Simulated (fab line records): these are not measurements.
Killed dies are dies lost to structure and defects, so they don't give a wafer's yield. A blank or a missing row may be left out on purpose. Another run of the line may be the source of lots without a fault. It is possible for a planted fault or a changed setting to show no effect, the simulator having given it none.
fab line records	flow ritCmos	part 1 of 2: steps 1 to 32 of 34
record lots=5	wafers=23
route steps=202 shown GATE@81 NLDD@104 SDANNEAL@154 CONTACT@175 M1@190
startH: hours from the record's first day to the start of the lot's first wafer shown	waitH: hours from the lot's prior step to this one	" the same as in the row above	L1.1+2: a row that stands for several wafers	- value missing, or start not given	* or withheld: withheld	< > ~ a bound
route shown NAME@n: a module of which the file shows steps, and the number in the route of the first	usual: mean/standard deviation taken from wafers without a fault	same: alike in all rows	chamber/n: place in a boat	sites: readings site by site	_std_site: how widely they spread, as a standard deviation	_edge_site: outer sites' mean less inner sites'	radiusMm: for every site, how far away it sits from the centre of the wafer	mask NAME#n: copy n	behind: the tool/chamber that last shaped the wafer	hold: cause of the lot's hold/its duration in hours/its outcome	device: the transistor (n, p or np) that didn't switch	end of line: the route-end tests of the same wafers	a step given without rows: its recipe and nothing more	killed: at the first sort, the dies lost to defects and structure; wafer yield is something else	map: a wafer's dies, x killed, . not, _ none there
set.NAME: the setting the step ran with; set.NAME@STEP: the setting that earlier step ran with	model.NAME: the simulator's own value behind a step, which no gauge read
lots whose settings were changed on purpose; a table a step, a row a wafer
## steps
# step RIT_GATE_OXIDATION_05
# recipe tempC=900	ambient=O2	targetThkA=30	oxTimeS=270
lot.wafer	tool	chamber	startH	waitH	set.tempC	model.SiO2_of_GATE_OXIDATION_05.thkNm
L074.1	-	-	-	0.1	874.6	2.176
L074.2	"	-	"	"	874.6	2.135
L074.3	"	-	"	"	874.6	2.153
L074.5	"	-	"	"	874.6	2.134
L074.6	"	-	"	"	874.6	2.146
L075.1	-	-	-	0.1	916.6	3.648
L075.2	"	-	"	"	916.6	3.638
L075.3	"	-	"	"	916.6	3.64
L075.5	"	-	"	"	916.6	3.646
L075.6	"	-	"	"	916.6	3.683
L077.1	-	-	-	0.8	892.9	2.704
L077.2+5	"	-	"	"	892.9	2.736
L077.3	"	-	"	"	892.9	2.707
L077.4	"	-	"	"	892.9	2.701
L083.1	furnace-03	0	79.51	0.2	900	3.069
L083.4	"	0	"	"	900	3.053
L083.5	"	0	"	"	900	3.056
L085.1	-	-	-	0.1	885.1	2.445
L085.2+4	"	-	"	"	885.1	2.5
L085.5	"	-	"	"	885.1	2.452
L085.6	"	-	"	"	885.1	2.497
# step RIT_GATE_ANNEAL_06
# recipe tempC=900	timeS=600	ambient=N2O
# step RIT_GATE_THK_MEAS_07
# recipe reads=SiO2_of_GATE_OXIDATION_05
# usual GATE_OXIDE_THK=3.03/0.061
lot.wafer	tool	chamber	startH	waitH	set.tempC@GATE_OXIDATION_05	GATE_OXIDE_THK[nm]
L074.1	filmMetro-03	-	35.32	0.0	874.6	2.15
L074.2	"	-	"	"	874.6	2.13
L074.3	"	-	"	"	874.6	2.17
L074.5	"	-	"	"	874.6	2.13
L074.6	"	-	"	"	874.6	2.17
L075.1	filmMetro-02	-	40.34	0.0	916.6	3.66
L075.2	"	-	"	"	916.6	3.63
L075.3	"	-	"	"	916.6	3.68
L075.5	"	-	"	"	916.6	3.63
L075.6	"	-	"	"	916.6	3.67
L077.1	filmMetro-03	-	52.24	0.0	892.9	2.67
L077.2	"	-	"	"	892.9	2.73
L077.3	"	-	"	"	892.9	2.71
L077.4	"	-	"	"	892.9	2.68
L077.5	"	-	"	"	892.9	2.74
L083.1	filmMetro-03	-	80.95	0.0	900	3.11
L083.4	"	-	"	"	900	2.99
L083.5	"	-	"	"	900	3.07
L085.1	filmMetro-03	-	94.80	0.0	885.1	2.47
L085.2	"	-	"	"	885.1	2.50
L085.4	"	-	"	"	885.1	2.46
L085.5	"	-	"	"	885.1	2.47
L085.6	"	-	"	"	885.1	2.49
# step RIT_GATE_EXPOSE_13
# recipe maskId=M6	na=0.6	sourceShape=conventional	sigmaOuter=0.6	targetCdNm=150	doseMj=380
lot.wafer	tool	chamber	startH	waitH	mask	set.doseMj
L074.1+2+6	ilineStepper-01	0	40.72	0.1	M6#0	380
L074.3+5	"	0	"	"	M6#0	365.3
L075.1+3+5	ilineStepper-01	0	46.32	0.1	M6#0	380
L075.2+6	"	0	"	"	M6#0	369.4
L077.1+2	ilineStepper-02	0	55.40	0.2	M6#0	380
L077.3+4+5	"	0	"	"	M6#0	407.4
L083.1+4+5	ilineStepper-01	0	86.33	0.2	M6#0	380
L085.1+2	ilineStepper-01	0	97.95	0.2	M6#0	380
L085.4+5+6	"	0	"	"	M6#0	390.7
# step RIT_GATE_PEB_14
# recipe resist=NOVOLAK	tempC=withheld	timeS=withheld
# step RIT_GATE_DEVELOP_15
# recipe resist=NOVOLAK	developTimeS=52.08	devTempC=23
lot.wafer	tool	chamber	startH	waitH	set.doseMj@GATE_EXPOSE_13	model.GATE.cdNm
L074.1	lithoTrack-03	0	-	-	380	149.1
L074.2	"	0	"	"	380	148.3
L074.3	"	0	"	"	365.3	170.7
L074.5	"	0	"	"	365.3	170.5
L074.6	"	0	"	"	380	148.7
L075.1	lithoTrack-03	0	-	-	380	150.1
L075.2	"	0	"	"	369.4	168.2
L075.3	"	0	"	"	380	150.3
L075.5	"	0	"	"	380	148.8
L075.6	"	0	"	"	369.4	164
L077.1	lithoTrack-02	0	-	-	380	152.2
L077.2	"	0	"	"	380	152.3
L077.3+5	"	0	"	"	407.4	115.9
L077.4	"	0	"	"	407.4	116.9
L083.1	lithoTrack-03	0	-	-	380	147.6
L083.4	"	0	"	"	380	145.3
L083.5	"	0	"	"	380	146.3
L085.1	lithoTrack-03	0	-	-	380	154.4
L085.2	"	0	"	"	380	153
L085.4	"	0	"	"	390.7	141
L085.5	"	0	"	"	390.7	138.1
L085.6	"	0	"	"	390.7	136.3
# step RIT_GATE_CD_MEAS_16
# recipe targetCdNm=150
# usual cdNm=150/3
lot.wafer	tool	chamber	startH	waitH	set.doseMj@GATE_EXPOSE_13	cdNm
L074.1	cdSem-02	-	41.12	-	380	149
L074.2	"	-	"	"	380	149
L074.3	"	-	"	"	365.3	171
L074.5	"	-	"	"	365.3	170
L074.6	"	-	"	"	380	149
L075.1	cdSem-02	-	46.72	-	380	150
L075.2	"	-	"	"	369.4	168
L075.3	"	-	"	"	380	151
L075.5	"	-	"	"	380	149
L075.6	"	-	"	"	369.4	164
L077.1	cdSem-02	-	55.80	-	380	153
L077.2	"	-	"	"	380	152
L077.3	"	-	"	"	407.4	116
L077.4	"	-	"	"	407.4	117
L077.5	"	-	"	"	407.4	116
L083.1	cdSem-01	-	86.74	-	380	148
L083.4	"	-	"	"	380	146
L083.5	"	-	"	"	380	146
L085.1	cdSem-02	-	98.35	-	380	154
L085.2	"	-	"	"	380	153
L085.4	"	-	"	"	390.7	141
L085.5	"	-	"	"	390.7	138
L085.6	"	-	"	"	390.7	136
# step RIT_GATE_STRIP_20
# recipe chemistry=O2	timeS=180	resist=NOVOLAK	platenTempC=withheld	powerW=500	pressureMtorr=4000	o2FlowSccm=4000
lot.wafer	tool	chamber	startH	waitH	set.o2FlowSccm
L074.1+2	plasmaAsher-04	0,1	41.54	0.1	4000
L074.3+5+6	"	0,0,1	"	"	3713
L075.1+3+6	plasmaAsher-01	1,0,0	47.13	0.1	4484
L075.2+5	"	0,1	"	"	4000
L077.1+4	plasmaAsher-01	0	56.36	0.1	3426
L077.2+3+5	"	1,1,0	"	"	4000
L083.1+4+5	plasmaAsher-04	0,1,1	87.15	0.1	4000
L085.1+6	plasmaAsher-01	1	98.76	0.1	3571
L085.2+4+5	"	0,1,0	"	"	4000
# step RIT_GATE_CD_MEAS_90
# recipe targetCdNm=150
# usual cdNm=150/3.1
lot.wafer	tool	chamber	startH	waitH	set.doseMj@GATE_EXPOSE_13	cdNm
L074.1	cdSem-02	-	41.71	0.1	380	149
L074.2	"	-	"	"	380	148
L074.3	"	-	"	"	365.3	171
L074.5	"	-	"	"	365.3	171
L074.6	"	-	"	"	380	148
L075.1	cdSem-01	-	47.31	0.1	380	150
L075.2	"	-	"	"	369.4	168
L075.3	"	-	"	"	380	150
L075.5	"	-	"	"	380	149
L075.6	"	-	"	"	369.4	164
L077.1	cdSem-01	-	56.54	0.1	380	152
L077.2	"	-	"	"	380	152
L077.3	"	-	"	"	407.4	116
L077.4	"	-	"	"	407.4	116
L077.5	"	-	"	"	407.4	116
L083.1	cdSem-01	-	87.33	0.1	380	148
L083.4	"	-	"	"	380	145
L083.5	"	-	"	"	380	146
L085.1	cdSem-01	-	98.94	0.1	380	154
L085.2	"	-	"	"	380	153
L085.4	"	-	"	"	390.7	141
L085.5	"	-	"	"	390.7	138
L085.6	"	-	"	"	390.7	136
# step RIT_NLDD_COAT_01
# recipe resist=NOVOLAK	spinRpm=3250	resistThkNm=1000
lot.wafer	tool	chamber	startH	waitH	set.spinRpm	model.NOVOLAK_of_NLDD_COAT_01.thkNm
L074.1	lithoTrack-03	0	45.57	0.1	3250	997.7
L074.2	"	0	"	"	3139	1013
L074.3	"	0	"	"	3250	997.8
L074.5	"	0	"	"	3139	1016
L074.6	"	0	"	"	3250	1003
L075.1	lithoTrack-02	0	52.20	0.1	3250	1000
L075.2	"	0	"	"	3250	998.6
L075.3	"	0	"	"	3384	977.6
L075.5	"	0	"	"	3384	978
L075.6	"	0	"	"	3250	999
L077.1	lithoTrack-03	0	59.89	0.1	3250	1001
L077.2	"	0	"	"	3484	967.6
L077.3	"	0	"	"	3250	1002
L077.4	"	0	"	"	3484	970.6
L077.5	"	0	"	"	3484	966.3
L083.1	lithoTrack-02	0	91.45	0.1	3250	996.9
L083.4	"	0	"	"	3250	996.2
L083.5	"	0	"	"	3250	995.9
L085.1	lithoTrack-04	0	102.37	0.1	3426	974.4
L085.2	"	0	"	"	3250	1004
L085.4	"	0	"	"	3250	1002
L085.5	"	0	"	"	3426	976
L085.6	"	0	"	"	3426	976.9
# step RIT_NLDD_SOFTBAKE_02
# recipe resist=NOVOLAK	tempC=90	timeS=60
# step RIT_NLDD_EXPOSE_03
# recipe maskId=M7	na=0.57	targetCdNm=40700	doseMj=250
# step RIT_NLDD_DEVELOP_05
# recipe resist=NOVOLAK	developTimeS=50	devTempC=23
# step RIT_NLDD_HARDBAKE_07
# recipe resist=NOVOLAK	tempC=140	timeS=60
lot.wafer	tool	chamber	startH	waitH	set.spinRpm@NLDD_COAT_01	model.NOVOLAK_of_NLDD_COAT_01.thkNm
L074.1+3	lithoTrack-02	0	46.56	0.1	3250	881.8
L074.2	"	0	"	"	3139	895.5
L074.5	"	0	"	"	3139	897.6
L074.6	"	0	"	"	3250	886.8
L075.1	lithoTrack-04	0	53.13	0.1	3250	883.7
L075.2	"	0	"	"	3250	882.6
L075.3	"	0	"	"	3384	864.2
L075.5	"	0	"	"	3384	864.5
L075.6	"	0	"	"	3250	882.9
L077.1	lithoTrack-04	0	60.62	0.0	3250	884.9
L077.2	"	0	"	"	3484	855.5
L077.3	"	0	"	"	3250	885.7
L077.4	"	0	"	"	3484	858.1
L077.5	"	0	"	"	3484	854.3
L083.1	lithoTrack-02	0	92.50	0.0	3250	881.1
L083.4	"	0	"	"	3250	880.5
L083.5	"	0	"	"	3250	880.2
L085.1	lithoTrack-02	0	103.26	0.0	3426	861.4
L085.2	"	0	"	"	3250	887.7
L085.4	"	0	"	"	3250	885.7
L085.5	"	0	"	"	3426	862.7
L085.6	"	0	"	"	3426	863.5
# step RIT_NLDD_IMPLANT_08
# recipe species=P	energyKev=20	doseCm2=5e+14	tiltDeg=7
lot.wafer	tool	chamber	startH	waitH	set.doseCm2
L074.1+2+3	implanter-02	0	46.71	0.1	5.123e+14
L074.5+6	"	0	"	"	5e+14
L075.1+5	implanter-02	0	53.28	0.1	5.29e+14
L075.2+3+6	"	0	"	"	5e+14
L077.1+2+3	implanter-02	0	60.77	0.1	5.122e+14
L077.4+5	"	0	"	"	5e+14
L083.1+4+5	implanter-02	0	92.65	0.1	5e+14
L085.1+2+4+5+6	implanter-02	0	103.41	0.1	5e+14
# step RIT_NLDD_STRIP_09
# recipe chemistry=O2	timeS=180	resist=NOVOLAK	platenTempC=withheld	powerW=500	pressureMtorr=4000	o2FlowSccm=4000
# step RIT_NLDD_TW_MEAS_10
# usual NLDD_TW=2490/10
lot.wafer	tool	chamber	startH	waitH	set.doseCm2@NLDD_IMPLANT_08	NLDD_TW
L074.1	filmMetro-01	-	47.03	0.1	5.123e+14	2508
L074.2	"	-	"	"	5.123e+14	2516
L074.3	"	-	"	"	5.123e+14	2505
L074.5	"	-	"	"	5e+14	2500
L074.6	"	-	"	"	5e+14	2501
L075.1	filmMetro-03	-	53.61	0.1	5.29e+14	2528
L075.2	"	-	"	"	5e+14	2492
L075.3	"	-	"	"	5e+14	2476
L075.5	"	-	"	"	5.29e+14	2531
L075.6	"	-	"	"	5e+14	2490
L077.1	filmMetro-04	-	61.10	0.1	5.122e+14	2500
L077.2	"	-	"	"	5.122e+14	2497
L077.3	"	-	"	"	5.122e+14	2504
L077.4	"	-	"	"	5e+14	2487
L077.5	"	-	"	"	5e+14	2498
L083.1	filmMetro-03	-	92.98	0.1	5e+14	2488
L083.4	"	-	"	"	5e+14	2487
L083.5	"	-	"	"	5e+14	2482
L085.1	filmMetro-04	-	103.73	0.1	5e+14	2473
L085.2	"	-	"	"	5e+14	2479
L085.4	"	-	"	"	5e+14	2489
L085.5	"	-	"	"	5e+14	2480
L085.6	"	-	"	"	5e+14	2482
# step RIT_SDANNEAL_CLEAN_01
# recipe chemistry=dHF	dilution=50:1	timeS=30
lot.wafer	tool	chamber	startH	waitH	set.timeS
L074.1+2+3+5+6	-	-	-	-	30
L075.1+2+3+5+6	-	-	-	-	28.04
L077.1+2+3+4+5	-	-	-	-	30
L083.1+4+5	wetBench-03	2	102.19	0.0	30
L085.1+2+4+5+6	-	-	-	-	28.71
# step RIT_SDANNEAL_CLEAN_02
# recipe chemistry=SC2	mix=3:3:50	timeS=600	tempC=75	dry=n2Spin
# step RIT_SDANNEAL_RTA_03
# recipe tempC=1050	timeS=5	idleTempC=600	rampUpCPerS=342	rampDownCPerS=171	coolToC=600	ambient=N2
# step RIT_SDANNEAL_RS_MEAS_07
# recipe thkMeasGauge=four-point-probe
# usual NLDD_RS=151.7/0.38
lot.wafer	tool	chamber	startH	waitH	set.doseCm2@NLDD_IMPLANT_08	NLDD_RS[ohm/sq]
L074.1	filmMetro-03	-	55.85	0.1	5.123e+14	149.7
L074.2	"	-	"	"	5.123e+14	148.9
L074.3	"	-	"	"	5.123e+14	149.4
L074.5	"	-	"	"	5e+14	152.3
L074.6	"	-	"	"	5e+14	152.0
L075.1	filmMetro-03	-	62.33	0.1	5.29e+14	144.9
L075.2	"	-	"	"	5e+14	151.7
L075.3	"	-	"	"	5e+14	152.3
L075.5	"	-	"	"	5.29e+14	144.6
L075.6	"	-	"	"	5e+14	151.6
L077.1	filmMetro-04	-	69.03	0.1	5.122e+14	148.9
L077.2	"	-	"	"	5.122e+14	148.8
L077.3	"	-	"	"	5.122e+14	148.7
L077.4	"	-	"	"	5e+14	151.9
L077.5	"	-	"	"	5e+14	151.0
L083.1	filmMetro-03	-	102.80	0.1	5e+14	151.9
L083.4	"	-	"	"	5e+14	151.6
L083.5	"	-	"	"	5e+14	151.6
L085.1	filmMetro-01	-	112.63	0.1	5e+14	151.6
L085.2	"	-	"	"	5e+14	151.2
L085.4	"	-	"	"	5e+14	151.1
L085.5	"	-	"	"	5e+14	151.1
L085.6	"	-	"	"	5e+14	151.8
# step RIT_CONTACT_DEVELOP_07
# recipe resist=NOVOLAK	developTimeS=120	devTempC=23
lot.wafer	tool	chamber	startH	waitH	set.developTimeS
L074.1+3	lithoTrack-03	0	-	-	109.4
L074.2+5+6	"	0	"	"	120
L075.1+5	lithoTrack-04	0	-	-	132.2
L075.2+3+6	"	0	"	"	120
L077.1+2+4	lithoTrack-03	0	-	-	113.7
L077.3+5	"	0	"	"	120
L083.1+4+5	lithoTrack-03	0	-	-	120
L085.1+2+4+5+6	lithoTrack-03	0	-	-	120
# step RIT_CONTACT_CD_MEAS_08
# recipe targetCdNm=1000
# usual cdNm=999.1/2.4
lot.wafer	tool	chamber	startH	waitH	set.developTimeS@CONTACT_DEVELOP_07	cdNm
L074.1	cdSem-02	-	57.56	-	109.4	992.7
L074.2	"	-	"	"	120	999.1
L074.3	"	-	"	"	109.4	989.1
L074.5	"	-	"	"	120	998.7
L074.6	"	-	"	"	120	1000.4
L075.1	cdSem-02	-	64.05	-	132.2	1005.1
L075.2	"	-	"	"	120	1000.9
L075.3	"	-	"	"	120	1000.9
L075.5	"	-	"	"	132.2	1008.3
L075.6	"	-	"	"	120	999.5
L077.1	cdSem-01	-	70.94	-	113.7	993.8
L077.2	"	-	"	"	113.7	992.7
L077.3	"	-	"	"	120	997.2
L077.4	"	-	"	"	113.7	991.1
L077.5	"	-	"	"	120	998.2
L083.1	cdSem-01	-	104.64	-	120	1001.7
L083.4	"	-	"	"	120	1002.8
L083.5	"	-	"	"	120	1001.6
L085.1	cdSem-02	-	114.49	-	120	1000.9
L085.2	"	-	"	"	120	999.2
L085.4	"	-	"	"	120	998.7
L085.5	"	-	"	"	120	1001.7
L085.6	"	-	"	"	120	1000.2
# step RIT_CONTACT_HARDBAKE_10
# recipe resist=NOVOLAK	tempC=140	timeS=60
# step RIT_CONTACT_ETCH_11
# recipe targetDepthA=4800	overEtchFrac=0.2	stopOn=TiSi2	chemistry=CHF3/CF4/Ar	target=SiO2	CHF3_flow_sccm=50	cf4FlowSccm=10	Ar_flow_sccm=100	O2_flow_sccm=5	pressureMtorr=100	rfW=200	timeS=320
lot.wafer	tool	chamber	startH	waitH	set.developTimeS@CONTACT_DEVELOP_07	model.CONTACT.cdNm
L074.1	rieDiel-03	1	57.87	0.1	109.4	993
L074.2	"	2	"	"	120	999.3
L074.3	"	3	"	"	109.4	989.2
L074.5	"	3	"	"	120	998.7
L074.6	"	2	"	"	120	1000
L075.1	rieDiel-03	3	64.36	0.1	132.2	1005
L075.2+3	"	1,0	"	"	120	1001
L075.5	"	2	"	"	132.2	1009
L075.6	"	3	"	"	120	999.5
L077.1	rieDiel-02	1	71.25	0.1	113.7	993.3
L077.2	"	3	"	"	113.7	992.6
L077.3	"	2	"	"	120	996.9
L077.4	"	0	"	"	113.7	991.3
L077.5	"	0	"	"	120	997.8
L083.1+5	rieDiel-03	1,0	104.98	0.1	120	1002
L083.4	"	3	"	"	120	1003
L085.1+5+6	rieDiel-04	1,1,0	114.80	0.1	120	1001
L085.2	"	2	"	"	120	999.1
L085.4	"	2	"	"	120	998.6
# step RIT_CONTACT_STRIP_12
# recipe chemistry=O2	timeS=180	resist=NOVOLAK	platenTempC=withheld	powerW=500	pressureMtorr=4000	o2FlowSccm=4000
# step RIT_CONTACT_CD_MEAS_90
# recipe targetCdNm=1000
# usual cdNm=999.1/2.3
lot.wafer	tool	chamber	startH	waitH	set.developTimeS@CONTACT_DEVELOP_07	cdNm
L074.1	cdSem-01	-	58.24	0.1	109.4	993.3
L074.2	"	-	"	"	120	998.9
L074.3	"	-	"	"	109.4	989.2
L074.5	"	-	"	"	120	998.8
L074.6	"	-	"	"	120	1000.3
L075.1	cdSem-01	-	64.73	0.1	132.2	1005.1
L075.2	"	-	"	"	120	1000.7
L075.3	"	-	"	"	120	1000.7
L075.5	"	-	"	"	132.2	1008.2
L075.6	"	-	"	"	120	999.3
L077.1	cdSem-01	-	71.62	0.1	113.7	993.1
L077.2	"	-	"	"	113.7	992.6
L077.3	"	-	"	"	120	997.1
L077.4	"	-	"	"	113.7	991.2
L077.5	"	-	"	"	120	997.7
L083.1	cdSem-01	-	105.35	0.1	120	1002.0
L083.4	"	-	"	"	120	1003.2
L083.5	"	-	"	"	120	1002.2
L085.1	cdSem-01	-	115.17	0.1	120	1001.0
L085.2	"	-	"	"	120	998.9
L085.4	"	-	"	"	120	998.8
L085.5	"	-	"	"	120	1001.0
L085.6	"	-	"	"	120	1000.8
# step RIT_M1_EXPOSE_06
# recipe maskId=M12	na=0.6	sourceShape=conventional	sigmaOuter=0.5	targetCdNm=2600	doseMj=250
lot.wafer	tool	chamber	startH	waitH	mask	set.doseMj
L074.1+3+6	ilineStepper-02	0	59.68	0.1	M12#0	250
L074.2+5	"	0	"	"	M12#0	242.1
L075.1+2+5	ilineStepper-02	0	66.23	0.2	M12#0	250
L075.3+6	"	0	"	"	M12#0	231.7
L077.1+4+5	ilineStepper-02	0	73.14	0.2	M12#0	264.8
L077.2+3	"	0	"	"	M12#0	250
L083.1+4+5	ilineStepper-02	0	106.76	0.1	M12#0	250
L085.1+2+4	ilineStepper-02	0	116.56	0.1	M12#0	250
L085.5+6	"	0	"	"	M12#0	265.7
# step RIT_M1_PEB_07
# recipe resist=NOVOLAK	tempC=withheld	timeS=withheld
# step RIT_M1_DEVELOP_08
# recipe resist=NOVOLAK	developTimeS=68	devTempC=23
# step RIT_M1_CD_MEAS_09
# recipe targetCdNm=2600
# usual cdNm=2599.7/1.7
lot.wafer	tool	chamber	startH	waitH	set.doseMj@M1_EXPOSE_06	cdNm
L074.1	cdSem-02	-	60.11	-	250	2600.0
L074.2	"	-	"	"	242.1	2608.8
L074.3	"	-	"	"	250	2599.4
L074.5	"	-	"	"	242.1	2606.2
L074.6	"	-	"	"	250	2598.4
L075.1	cdSem-01	-	66.66	-	250	2598.0
L075.2	"	-	"	"	250	2599.3
L075.3	"	-	"	"	231.7	2620.2
L075.5	"	-	"	"	250	2599.9
L075.6	"	-	"	"	231.7	2620.0
L077.1	cdSem-02	-	73.57	-	264.8	2585.3
L077.2	"	-	"	"	250	2599.8
L077.3	"	-	"	"	250	2603.0
L077.4	"	-	"	"	264.8	2584.2
L077.5	"	-	"	"	264.8	2586.3
L083.1	cdSem-02	-	107.19	-	250	2599.0
L083.4	"	-	"	"	250	2598.1
L083.5	"	-	"	"	250	2597.5
L085.1	cdSem-01	-	116.99	-	250	2602.2
L085.2	"	-	"	"	250	2601.4
L085.4	"	-	"	"	250	2600.9
L085.5	"	-	"	"	265.7	2583.4
L085.6	"	-	"	"	265.7	2583.9
# step RIT_M1_HARDBAKE_11
# recipe resist=NOVOLAK	tempC=140	timeS=120
## key
split step=RIT_GATE_OXIDATION_05	setting=tempC	stated=900	by=lot
response step=RIT_GATE_OXIDATION_05	reading=model.SiO2_of_GATE_OXIDATION_05.thkNm	change=+0.326	per=1%	r=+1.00
response step=RIT_GATE_THK_MEAS_07	reading=GATE_OXIDE_THK	change=+0.327	per=1%	r=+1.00
split step=RIT_GATE_EXPOSE_13	setting=doseMj	stated=380	by=wafer
response step=RIT_GATE_DEVELOP_15	reading=model.GATE.cdNm	change=-5.24	per=1%	r=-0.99
response step=RIT_GATE_CD_MEAS_16	reading=cdNm	change=-5.23	per=1%	r=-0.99
response step=RIT_GATE_CD_MEAS_90	reading=cdNm	change=-5.29	per=1%	r=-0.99
response step=RIT_M1_PROBE_99	reading=model.etest.pmos_0p15.rOnOhmUm	change=-113	per=1%	r=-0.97
response step=RIT_M1_PROBE_99	reading=model.etest.pmosTurned.rOnOhmUm	change=-114	per=1%	r=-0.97
response step=RIT_M1_PROBE_99	reading=model.etest.nmos_0p15.rOnOhmUm	change=-35.5	per=1%	r=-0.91
response step=RIT_M1_PROBE_99	reading=model.etest.nmos_0p15.driveUaUm	change=+27.1	per=1%	r=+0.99
response step=RIT_M1_PROBE_99	reading=model.etest.pmos_0p15.driveUaUm	change=+17.5	per=1%	r=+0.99
split step=RIT_GATE_STRIP_20	setting=o2FlowSccm	stated=4000	by=wafer
response none clear
split step=RIT_NLDD_COAT_01	setting=spinRpm	stated=3250	by=wafer
response step=RIT_NLDD_COAT_01	reading=model.NOVOLAK_of_NLDD_COAT_01.thkNm	change=-4.83	per=1%	r=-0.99
response step=RIT_NLDD_HARDBAKE_07	reading=model.NOVOLAK_of_NLDD_COAT_01.thkNm	change=-4.22	per=1%	r=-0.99
split step=RIT_NLDD_IMPLANT_08	setting=doseCm2	stated=5e+14	by=wafer
response step=RIT_NLDD_TW_MEAS_10	reading=NLDD_TW	change=+6.43	per=1%	r=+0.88
response step=RIT_SDANNEAL_RS_MEAS_07	reading=NLDD_RS	change=-1.19	per=1%	r=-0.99
split step=RIT_SDANNEAL_CLEAN_01	setting=timeS	stated=30	by=lot
response none clear
split step=RIT_CONTACT_DEVELOP_07	setting=developTimeS	stated=120	by=wafer
response step=RIT_CONTACT_CD_MEAS_08	reading=cdNm	change=+0.795	per=1%	r=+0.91
response step=RIT_CONTACT_ETCH_11	reading=model.CONTACT.cdNm	change=+0.784	per=1%	r=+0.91
response step=RIT_CONTACT_CD_MEAS_90	reading=cdNm	change=+0.784	per=1%	r=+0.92
split step=RIT_M1_EXPOSE_06	setting=doseMj	stated=250	by=wafer
response step=RIT_M1_CD_MEAS_09	reading=cdNm	change=-2.81	per=1%	r=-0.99
response step=RIT_M1_METAL_ETCH_12	reading=model.M1.cdNm	change=-2.76	per=1%	r=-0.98
